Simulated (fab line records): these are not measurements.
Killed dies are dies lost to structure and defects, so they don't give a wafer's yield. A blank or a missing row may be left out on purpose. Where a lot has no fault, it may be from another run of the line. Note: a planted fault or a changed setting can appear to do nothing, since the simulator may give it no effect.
Check of tool commonality :: flow rit cmos :: Sampled: 14 lots, 42 wafers

REASON FOR OPENING
At RIT_WELLDRIVE_RS_MEAS_02 the reading PWELL_RS is flagged on 2 of 14 lots. Wafers without a fault read 429.9 ohm/sq, standard deviation 1.3.
Rule: a lot is flagged when every wafer of it that has a number lies more than 4 standard deviations from that mean, or none has a number. The rest of the lots are taken to be sound.

lot: L836
measured: day 2 09:23
on: film metro-02
PWELL_RS (ohm/sq), wafer by wafer: 431.7 430.1 429.8
flag: 

lot: L838
measured: day 2 19:52
on: film metro-01
PWELL_RS (ohm/sq), wafer by wafer: 427.9 429.0 429.1
flag: 

lot: L840
measured: day 3 03:28
on: film metro-03
PWELL_RS (ohm/sq), wafer by wafer: 429.3 430.2 431.0
flag: 

lot: L839
measured: day 3 03:57
on: film metro-02
PWELL_RS (ohm/sq), wafer by wafer: 430.5 430.8 429.2
flag: 

lot: L842
measured: day 3 14:31
on: film metro-02
PWELL_RS (ohm/sq), wafer by wafer: 462.9 463.9 463.7
flag: FLAGGED

lot: L845
measured: day 4 06:05
on: film metro-01
PWELL_RS (ohm/sq), wafer by wafer: 458.2 459.8 457.3
flag: FLAGGED

lot: L848
measured: day 4 22:37
on: film metro-01
PWELL_RS (ohm/sq), wafer by wafer: 430.8 428.9 428.4
flag: 

lot: L850
measured: day 5 07:43
on: film metro-03
PWELL_RS (ohm/sq), wafer by wafer: 430.0 429.5 430.0
flag: 

lot: L852
measured: day 5 16:00
on: film metro-02
PWELL_RS (ohm/sq), wafer by wafer: 431.7 431.6 431.4
flag: 

lot: L855
measured: day 6 07:20
on: film metro-02
PWELL_RS (ohm/sq), wafer by wafer: 430.5 429.4 427.2
flag: 

lot: L856
measured: day 6 12:26
on: film metro-02
PWELL_RS (ohm/sq), wafer by wafer: 430.2 432.2 431.4
flag: 

lot: L857
measured: day 6 15:51
on: film metro-01
PWELL_RS (ohm/sq), wafer by wafer: 430.8 431.3 430.2
flag: 

lot: L858
measured: day 6 21:07
on: film metro-03
PWELL_RS (ohm/sq), wafer by wafer: 430.3 429.8 431.3
flag: 

lot: L859
measured: day 7 04:04
on: film metro-03
PWELL_RS (ohm/sq), wafer by wafer: 430.0 430.9 431.0
flag: 
Average over the flagged lots: 461.0 ohm/sq; offset from the usual +31.1 ohm/sq, equal to +24 standard deviations.

WHICH TOOL RAN EACH LOT
The record holds 2 process steps before the reading, out of a route of 202 steps. In each cell: the tool, then ch and the chambers that the sampled wafers went through, then the start.
lot: L836
flag: 
RIT_ACTIVE_STRIP_14: plasma asher-04 ch 0,1, day 1 15:07
RIT_PWELL_IMPLANT_08: implanter-02 ch 0, day 2 03:49

lot: L838
flag: 
RIT_ACTIVE_STRIP_14: plasma asher-01 ch 0,1, day 2 03:46
RIT_PWELL_IMPLANT_08: implanter-01 ch 0, day 2 11:02

lot: L840
flag: 
RIT_ACTIVE_STRIP_14: plasma asher-03 ch 0,1, day 2 11:59
RIT_PWELL_IMPLANT_08: implanter-03 ch 0, day 2 21:53

lot: L839
flag: 
RIT_ACTIVE_STRIP_14: plasma asher-03 ch 0,1, day 2 06:23
RIT_PWELL_IMPLANT_08: implanter-02 ch 0, day 2 22:14

lot: L842
flag: FLAGGED
RIT_ACTIVE_STRIP_14: plasma asher-04 ch 0,1, day 2 22:05
RIT_PWELL_IMPLANT_08: implanter-03 ch 0, day 3 08:25

lot: L845
flag: FLAGGED
RIT_ACTIVE_STRIP_14: plasma asher-04 ch 0,1, day 3 12:05
RIT_PWELL_IMPLANT_08: implanter-03 ch 0, day 3 21:55

lot: L848
flag: 
RIT_ACTIVE_STRIP_14: plasma asher-04 ch 0, day 4 04:20
RIT_PWELL_IMPLANT_08: implanter-01 ch 0, day 4 14:34

lot: L850
flag: 
RIT_ACTIVE_STRIP_14: plasma asher-03 ch 0,1, day 4 15:40
RIT_PWELL_IMPLANT_08: implanter-02 ch 0, day 5 00:29

lot: L852
flag: 
RIT_ACTIVE_STRIP_14: plasma asher-01 ch 0,1, day 4 23:54
RIT_PWELL_IMPLANT_08: implanter-02 ch 0, day 5 08:58

lot: L855
flag: 
RIT_ACTIVE_STRIP_14: plasma asher-04 ch 0,1, day 5 15:06
RIT_PWELL_IMPLANT_08: implanter-01 ch 0, day 6 00:42

lot: L856
flag: 
RIT_ACTIVE_STRIP_14: plasma asher-04 ch 0,1, day 5 20:36
RIT_PWELL_IMPLANT_08: implanter-02 ch 0, day 6 06:16

lot: L857
flag: 
RIT_ACTIVE_STRIP_14: plasma asher-04 ch 0,1, day 6 00:33
RIT_PWELL_IMPLANT_08: implanter-03 ch 0, day 6 10:16

lot: L858
flag: 
RIT_ACTIVE_STRIP_14: plasma asher-03 ch 0,1, day 6 06:34
RIT_PWELL_IMPLANT_08: implanter-02 ch 0, day 6 14:05

lot: L859
flag: 
RIT_ACTIVE_STRIP_14: plasma asher-01 ch 0,1, day 6 11:50
RIT_PWELL_IMPLANT_08: implanter-03 ch 0, day 6 22:29
These steps, and what they do:
- RIT_ACTIVE_STRIP_14: strips in O2, time 180 s.
- RIT_PWELL_IMPLANT_08
- RIT_WELLDRIVE_RS_MEAS_02: measures by four-point-probe.

FLAGGED AGAINST TOTAL, ONE TOOL AT A TIME (gauges that did the reading follow at the end)
step: RIT_ACTIVE_STRIP_14
tool: plasma asher-01
lots run: 3
flagged: 0
share of the flagged lots: none
sound lots run after its first flagged lot: -

step: RIT_ACTIVE_STRIP_14
tool: plasma asher-03
lots run: 4
flagged: 0
share of the flagged lots: none
sound lots run after its first flagged lot: -

step: RIT_ACTIVE_STRIP_14
tool: plasma asher-04
lots run: 7
flagged: 2
share of the flagged lots: all
sound lots run after its first flagged lot: 4 (L848,L855,L856,L857)

step: RIT_PWELL_IMPLANT_08
tool: implanter-01
lots run: 3
flagged: 0
share of the flagged lots: none
sound lots run after its first flagged lot: -

step: RIT_PWELL_IMPLANT_08
tool: implanter-02
lots run: 6
flagged: 0
share of the flagged lots: none
sound lots run after its first flagged lot: -

step: RIT_PWELL_IMPLANT_08
tool: implanter-03
lots run: 5
flagged: 2
share of the flagged lots: all
sound lots run after its first flagged lot: 2 (L857,L859)

step: RIT_WELLDRIVE_RS_MEAS_02
tool: film metro-01
lots run: 4
flagged: 1
share of the flagged lots: some
sound lots run after its first flagged lot: 2 (L848,L857)

step: RIT_WELLDRIVE_RS_MEAS_02
tool: film metro-02
lots run: 6
flagged: 1
share of the flagged lots: some
sound lots run after its first flagged lot: 3 (L852,L855,L856)

step: RIT_WELLDRIVE_RS_MEAS_02
tool: film metro-03
lots run: 4
flagged: 0
share of the flagged lots: none
sound lots run after its first flagged lot: -

WHAT THE TABLE ALLOWS
Rows of the table that ran all the flagged lots, 2 in number: plasma asher-04 at RIT_ACTIVE_STRIP_14; implanter-03 at RIT_PWELL_IMPLANT_08.
- plasma asher-04 at RIT_ACTIVE_STRIP_14: 2 of its 7 lots flagged. Sound lots ran on it after the first flagged one (L848, L855, L856, L857), which a lasting fault on the whole tool wouldn't allow.
- implanter-03 at RIT_PWELL_IMPLANT_08: 2 of its 5 lots flagged. Sound lots ran on it after the first flagged one (L857, L859), which a lasting fault on the whole tool wouldn't allow. Its own readings lie more than 4 standard deviations out on every wafer of the flagged lots: beam on s, faraday current uA.
Every row of the table either missed a flagged lot or ran a sound lot after the first.

WHAT WAS PUT IN BY THE SIMULATOR
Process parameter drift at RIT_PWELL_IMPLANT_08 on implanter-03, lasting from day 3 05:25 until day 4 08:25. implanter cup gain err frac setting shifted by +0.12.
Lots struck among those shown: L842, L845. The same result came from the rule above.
